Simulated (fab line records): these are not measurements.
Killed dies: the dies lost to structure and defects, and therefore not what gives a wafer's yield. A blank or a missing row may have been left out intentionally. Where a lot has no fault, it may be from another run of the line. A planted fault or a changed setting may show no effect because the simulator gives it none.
2 desks, one fault + flow berkeley_cmos170 + each desk holds nothing but its own numbers, with what lay behind them at the end

== METROLOGY DESK ==
What the gauges read, lot by lot, whatever tool the lot ran on: means of the sampled wafers that have a number. Marked OUT: a lot whose mean sits more than 4 standard deviations from the usual mean, which makes it out of limits; the brackets give that distance.
Columns: A = ACTIVE_OVL at UCB170_ACTIVE_OVL_MEAS_14, usual 1 nm; B = cd_nm at UCB170_ACTIVE_CD_MEAS_90, usual 1200.1 nm; C = PFIELD_OVL at UCB170_PFIELD_OVL_MEAS_06, usual 3 nm
| lot  | first seen here | A  | B      | C  |
|------|-----------------|----|--------|----|
| L552 | day 5 15:41     | 10 | 1200.2 | 3  |
| L553 | day 6 00:35     | 1  | 1200.1 | 5  |
| L560 | day 7 07:44     | -2 | 1197.8 | 7  |
| L561 | day 7 08:01     | -7 | 1200.2 | -0 |
| L563 | day 7 14:28     | 8  | 1202.7 | 4  |
| L562 | day 7 14:35     | 2  | 1199.1 | 8  |
| L567 | day 8 09:53     | -2 | 1198.1 | 7  |
This desk found nothing out of limits on any of the 7 lots.

== THE TOOL OWNER'S DESK: implanter-03 ==
UCB170_PFIELD_IMPLANT_07, tool's own readings: per-lot mean of the sampled wafers with a number, covering each lot this tool ran. Marked OUT: a lot whose mean sits more than 4 standard deviations from the usual mean, which makes it out of limits; the brackets give that distance.
Columns: A = beam_energy_keV at UCB170_PFIELD_IMPLANT_07, usual 80.000
| lot  | first seen here | A                        |
|------|-----------------|--------------------------|
| L553 | day 6 03:59     | 80.020                   |
| L560 | day 7 09:58     | 73.123 (-99 or more) OUT |
| L561 | day 7 10:13     | 73.064 (-99 or more) OUT |
| L562 | day 7 16:22     | 73.131 (-99 or more) OUT |
Finding of this desk: L560, L561, L562 out of limits; the first was L560 at day 7 09:58, on beam_energy_keV at UCB170_PFIELD_IMPLANT_07. L553: within limits.

== BROUGHT TOGETHER ==
On L560, L561, L562, at day 7 09:58, an alarm was possible from the tool owner's desk.
Metrology desk: nothing out of limits seen.
The metrology desk has L560, L561, L562 on record, within its limits.
Every lot named ran UCB170_PFIELD_IMPLANT_07 on implanter-03.

== WHAT HAD BEEN PUT IN BY THE SIMULATOR ==
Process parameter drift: implanter-03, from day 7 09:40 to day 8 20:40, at UCB170_PFIELD_IMPLANT_07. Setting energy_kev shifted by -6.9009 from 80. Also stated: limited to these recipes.
Shown lots that were struck: L560, L561, L562.
Each desk's first reading out of limits, in hours after the fault started: the tool owner's desk, 0.
